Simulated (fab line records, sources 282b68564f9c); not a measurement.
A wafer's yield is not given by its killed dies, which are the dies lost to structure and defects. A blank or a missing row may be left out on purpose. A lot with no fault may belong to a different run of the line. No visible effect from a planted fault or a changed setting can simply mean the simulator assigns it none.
Split-lot trial    flow rit-cmos    17 wafers read from 5 lots, route of 202 steps

== SPLIT DETAILS ==
At RIT_M1_METAL_ETCH_12 (etches Al in Cl2/BCl3, stops on SiO2, time 165 s, target depth 600 nm), the setting time-s was moved away from the recipe's 165 s on 7 of the 17 wafers read, by -12.1% to +13.2%. The other wafers ran this setting at the recipe's value.

The split's own step is where the reading is taken.

== THE READING ==
NOVOLAK_of_M1_COAT_04.thk-nm (the simulator's own value, which no gauge read), in nm, at RIT_M1_METAL_ETCH_12 (etches Al in Cl2/BCl3, stops on SiO2, time 165 s, target depth 600 nm). The file gives no usual value for it. Here, 10 wafers ran the recipe; their average is 806.4 nm with a standard deviation of 3.6 nm.

wafer   tool, chamber at the split  time-s as run, s  against the recipe  NOVOLAK_of_M1_COAT_04.thk-nm, nm  against lot-mates on the recipe
L076.1  rie-metal-02, 0             165               recipe              799.9                             -
L076.3  rie-metal-02, 0             186.7             +13.2%              752.9                             -47.0
L076.4  rie-metal-02, 1             186.7             +13.2%              758                               -41.9
L077.1  rie-metal-03, 0             145               -12.1%              843.5                             +34.5
L077.4  rie-metal-03, 1             165               recipe              808.4                             -
L077.6  rie-metal-03, 1             165               recipe              809.7                             -
L082.3  rie-metal-02, 1             165               recipe              810.1                             -
L082.5  rie-metal-02, 0             153.4             -7.0%               830                               +20.0
L082.6  rie-metal-02, 1             165               recipe              810                               -
L083.1  rie-metal-03, 0             165               recipe              805.9                             -
L083.2  rie-metal-03, 1             184.8             +12.0%              770.7                             -37.0
L083.4  rie-metal-03, 1             184.8             +12.0%              765.3                             -42.4
L083.5  rie-metal-03, 0             184.8             +12.0%              760.2                             -47.5
L083.6  rie-metal-03, 1             165               recipe              809.5                             -
L085.1  rie-metal-02, 0             165               recipe              801.3                             -
L085.2  rie-metal-02, 1             165               recipe              805.2                             -
L085.3  rie-metal-02, 0             165               recipe              803.7                             -

FIT RESULTS
A straight line over all 17 wafers: NOVOLAK_of_M1_COAT_04.thk-nm changes by -3.49 nm for each +1% of time-s; r = -0.99; the points scatter about the line by 4.2 nm.
The same after taking each lot's own level away (the mean of its wafers on the recipe; 17 wafers): -3.28 nm for each +1%; r = -0.99; scatter 2.9 nm.
The reading moves by 43 nm for the largest change in time-s, on that fit.
The span of the lots' own levels, 799.90 to 810.05 nm, comes to 2.8 times the standard deviation stated above.
Consequently the slope shifts little with the lot-to-lot level, the two slopes agreeing.
Check: -43.7 nm against its lot-mates is what the line predicts for one of the wafers moved furthest among these (+13.2%) when that wafer is left out of the fit. Against them it came out at -47 nm.

== FURTHER SPLITS ON THESE WAFERS ==
These wafers also went through other splits before the reading. Each is held against what the fit with the lots' levels taken away leaves over:
other split on the same wafers  wafers away from the commonest value  r with NOVOLAK_of_M1_COAT_04.thk-nm (lot level and that fit taken away)
RIT_M1_SPUTTER_00 time-s        0                                     -
RIT_M1_EXPOSE_06 dose-mj        6                                     -0.10

== THE FILE'S OWN FIT ==
NOVOLAK_of_M1_COAT_04.thk-nm changes by -3.27 nm for each +1% of time-s, r = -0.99.
